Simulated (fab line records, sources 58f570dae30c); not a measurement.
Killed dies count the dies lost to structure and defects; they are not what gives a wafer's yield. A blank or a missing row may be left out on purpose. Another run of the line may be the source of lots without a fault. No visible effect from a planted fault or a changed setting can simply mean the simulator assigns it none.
The tool behind it: which one? + flow berkeley-cmos170 + 42 wafers from 14 lots sampled at 5 of the route's 331 steps

WHAT THE GAUGES SHOWED, per wafer
UCB170_NWELL_TW_MEAS_16.
| lot  | measured    | on            | NWELL_TW       |
|------|-------------|---------------|----------------|
| L998 | day 2 12:32 | film-metro-02 | 1247 1246 1243 |
| L999 | day 2 19:01 | film-metro-02 | 1246 1244 1241 |
| L102 | day 3 06:32 | film-metro-04 | 1247 1243 1241 |
| L104 | day 3 11:31 | film-metro-03 | 1465 1465 1473 |
| L103 | day 3 11:39 | film-metro-02 | 1466 1469 1463 |
| L107 | day 4 07:07 | film-metro-04 | 1244 1229 1236 |
| L113 | day 5 11:43 | film-metro-02 | 1248 1254 1245 |
| L114 | day 5 19:59 | film-metro-04 | 1243 1238 1239 |
| L115 | day 5 20:17 | film-metro-02 | 1248 1251 1251 |
| L117 | day 6 01:40 | film-metro-04 | 1248 1233 1241 |
| L118 | day 6 09:56 | film-metro-04 | 1245 1238 1239 |
| L120 | day 6 19:36 | film-metro-02 | 1252 1249 1249 |
| L119 | day 6 19:41 | film-metro-03 | 1240 1235 1228 |
| L121 | day 7 01:13 | film-metro-02 | 1242 1243 1243 |

UCB170_PWELL_THK_MEAS_06.
| lot  | measured    | on            | PWELL_NITRIDE_THK (nm) |
|------|-------------|---------------|------------------------|
| L998 | day 3 01:22 | film-metro-04 | 218.2 217.7 216.0      |
| L999 | day 3 08:31 | film-metro-04 | 218.7 216.7 217.7      |
| L102 | day 4 00:10 | film-metro-01 | 221.3 221.8 220.4      |
| L104 | day 4 04:55 | film-metro-01 | 223.4 222.8 221.5      |
| L103 | day 4 04:53 | film-metro-02 | 218.4 219.2 221.0      |
| L107 | day 5 05:49 | film-metro-01 | 218.2 219.3 217.8      |
| L113 | day 6 02:09 | film-metro-02 | 218.1 219.4 218.9      |
| L114 | day 6 10:07 | film-metro-01 | 218.2 219.4 219.3      |
| L115 | day 6 10:04 | film-metro-01 | 219.2 218.6 219.5      |
| L117 | day 6 14:56 | film-metro-01 | 220.5 218.5 219.8      |
| L118 | day 7 00:56 | film-metro-04 | 218.0 216.8 216.4      |
| L120 | day 7 10:58 | film-metro-02 | 222.2 220.1 219.0      |
| L119 | day 7 10:58 | film-metro-01 | 221.0 220.8 218.7      |
| L121 | day 7 17:24 | film-metro-02 | 217.9 216.4 216.5      |

UCB170_FIELD_THK_MEAS_91.
| lot  | measured     | on            | FIELD_OXIDE_LEFT_2_THK (nm) |
|------|--------------|---------------|-----------------------------|
| L998 | day 5 19:28  | film-metro-01 | 355 364 364                 |
| L999 | day 6 06:23  | film-metro-02 | 363 358 362                 |
| L102 | day 6 16:45  | film-metro-01 | 358 364 362                 |
| L104 | day 6 21:23  | film-metro-04 | 349 342 340                 |
| L103 | day 6 21:22  | film-metro-01 | 377 370 378                 |
| L107 | day 8 02:20  | film-metro-04 | 358 360 354                 |
| L113 | day 8 12:56  | film-metro-04 | 351 353 346                 |
| L114 | day 9 07:34  | film-metro-01 | 360 349 360                 |
| L115 | day 9 03:04  | film-metro-02 | 366 353 365                 |
| L117 | day 9 07:02  | film-metro-02 | 375 376 374                 |
| L118 | day 9 07:19  | film-metro-01 | 372 352 372                 |
| L120 | day 9 17:58  | film-metro-01 | 360 364 358                 |
| L119 | day 9 18:01  | film-metro-02 | 355 361 360                 |
| L121 | day 10 06:22 | film-metro-02 | 365 356 365                 |

WHAT TOOL EACH LOT RAN ON (gives the tool, then ch and the chambers of the sampled wafers, and finally the start)
| lot  | UCB170_NWELL_IMPLANT_14        | UCB170_PFIELD_STRIP_08              |
|------|--------------------------------|-------------------------------------|
| L998 | implanter-04 ch 0, day 2 12:18 | plasma-asher-04 ch 0,1, day 4 08:30 |
| L999 | implanter-04 ch 0, day 2 18:45 | plasma-asher-04 ch 0,1, day 4 23:55 |
| L102 | implanter-01 ch 0, day 3 06:18 | plasma-asher-03 ch 0,1, day 5 11:47 |
| L104 | implanter-01 ch 0, day 3 11:18 | plasma-asher-01 ch 0,1, day 5 17:37 |
| L103 | implanter-01 ch 0, day 3 11:24 | plasma-asher-03 ch 0,1, day 5 17:19 |
| L107 | implanter-04 ch 0, day 4 06:52 | plasma-asher-03 ch 0,1, day 6 13:22 |
| L113 | implanter-04 ch 0, day 5 11:28 | plasma-asher-03 ch 0,1, day 7 08:01 |
| L114 | implanter-02 ch 0, day 5 19:46 | plasma-asher-03 ch 0,1, day 8 02:18 |
| L115 | implanter-04 ch 0, day 5 20:04 | plasma-asher-03 ch 0,1, day 7 19:07 |
| L117 | implanter-04 ch 0, day 6 01:25 | plasma-asher-01 ch 0,1, day 8 02:34 |
| L118 | implanter-02 ch 0, day 6 09:41 | plasma-asher-03 ch 0,1, day 8 04:54 |
| L120 | implanter-02 ch 0, day 6 19:21 | plasma-asher-03 ch 0,1, day 8 14:33 |
| L119 | implanter-04 ch 0, day 6 19:26 | plasma-asher-01 ch 0,1, day 8 14:56 |
| L121 | implanter-04 ch 0, day 7 00:58 | plasma-asher-04 ch 0,1, day 9 02:15 |
- UCB170_NWELL_IMPLANT_14
- UCB170_PFIELD_STRIP_08: strips in O2.

AS READ BY THE TOOLS THEMSELVES (means over the sampled wafers that have a number; for cases with no such wafer, the mark the record gives instead)
UCB170_NWELL_IMPLANT_14.
| lot  | tool         | dose-ions-cm2 | faraday-current-uA |
|------|--------------|---------------|--------------------|
| L998 | implanter-04 | 9.9970e+12    | 31.9               |
| L999 | implanter-04 | 9.9967e+12    | 32.1               |
| L102 | implanter-01 | 1.0009e+13    | 31.6               |
| L104 | implanter-01 | 1.6712e+13    | 52.4               |
| L103 | implanter-01 | 1.6703e+13    | 53.4               |
| L107 | implanter-04 | 1.0002e+13    | 31.5               |
| L113 | implanter-04 | 1.0003e+13    | 31.7               |
| L114 | implanter-02 | 1.0004e+13    | 31.6               |
| L115 | implanter-04 | 9.9833e+12    | 32.1               |
| L117 | implanter-04 | 1.0016e+13    | 31.5               |
| L118 | implanter-02 | 1.0000e+13    | 31.7               |
| L120 | implanter-02 | 9.9910e+12    | 31.7               |
| L119 | implanter-04 | 1.0006e+13    | 31.6               |
| L121 | implanter-04 | 9.9950e+12    | 31.0               |

UCB170_PFIELD_STRIP_08.
| lot  | tool            | drypump-motor-current-A (A) | oes-product-au (a.u.) | strip-time-to-endpoint-s (s) |
|------|-----------------|-----------------------------|-----------------------|------------------------------|
| L998 | plasma-asher-04 | 6.0                         | 0.735                 | 21.68                        |
| L999 | plasma-asher-04 | 6.0                         | 0.737                 | 21.62                        |
| L102 | plasma-asher-03 | 6.4                         | 0.735                 | 21.53                        |
| L104 | plasma-asher-01 | 4.8                         | 0.733                 | 21.58                        |
| L103 | plasma-asher-03 | 6.1                         | 0.738                 | 21.61                        |
| L107 | plasma-asher-03 | 6.2                         | 0.735                 | 21.54                        |
| L113 | plasma-asher-03 | 6.4                         | 0.737                 | 21.56                        |
| L114 | plasma-asher-03 | 6.2                         | 0.735                 | 21.66                        |
| L115 | plasma-asher-03 | 6.4                         | 0.733                 | 21.59                        |
| L117 | plasma-asher-01 | 4.9                         | 0.735                 | 21.62                        |
| L118 | plasma-asher-03 | 6.4                         | 0.730                 | 21.60                        |
| L120 | plasma-asher-03 | 6.2                         | 0.736                 | 21.59                        |
| L119 | plasma-asher-01 | 4.8                         | 0.736                 | 21.59                        |
| L121 | plasma-asher-04 | 6.3                         | 0.732                 | 21.72                        |

THE ANSWER, worked out from the rows above alone
Rule: what is usual is taken from the lots themselves. Put in order of their means at a reading, lots are off if they are a third of the lots or fewer, leave a main group of 4 or more, and stand apart from it by a gap of 3 or more times the standard deviation of the main group's means; of several such gaps the widest counts. A main group whose means are all the same, to the digits that the tables above print for the reading, isn't used. Also off: a lot with no number at a reading for which 4 or more lots have one. All remaining lots with rows at the step are treated as sound. After the gauges, taken in route order, come the tools' own readings; for these a lot's mean is taken, as printed above. The first step at which some lot is off is used, and at that step the reading that is off furthest; a lot without a number counts as furthest.
Off: L104, L103, seen at UCB170_NWELL_TW_MEAS_16 (NWELL_TW). Main group: mean 1243, sd 4.8.
If a tool, at a process step before that reading, ran all the lots that are off and no sound lot after the first of them, it fits. Not tried: the gauges at UCB170_NWELL_TW_MEAS_16; whatever is off there is also off at UCB170_NWELL_IMPLANT_14, on other tools, and gauge error can't account for it. One fits: UCB170_NWELL_IMPLANT_14 on implanter-01. A fault onset in the window from L102 (day 3 06:18, its last sound lot) to L104 (day 3 11:18, its first lot off) fits.
The tool's own readings at UCB170_NWELL_IMPLANT_14 bear it out: on the lots that are off they differ by more than 5 times the standard deviation of the sound lots' means. dose-ions-cm2 reads 1.6708e+13 there against 1.0000e+13 on the sound lots; faraday-current-uA reads 52.9 there against 31.7 on the sound lots.

WHAT HAD BEEN PUT IN BY THE SIMULATOR
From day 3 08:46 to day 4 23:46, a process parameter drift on implanter-01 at UCB170_NWELL_IMPLANT_14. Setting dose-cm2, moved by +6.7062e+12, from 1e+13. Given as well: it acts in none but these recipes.
Shown lots that were struck: L104, L103. The same result came from the rule above.
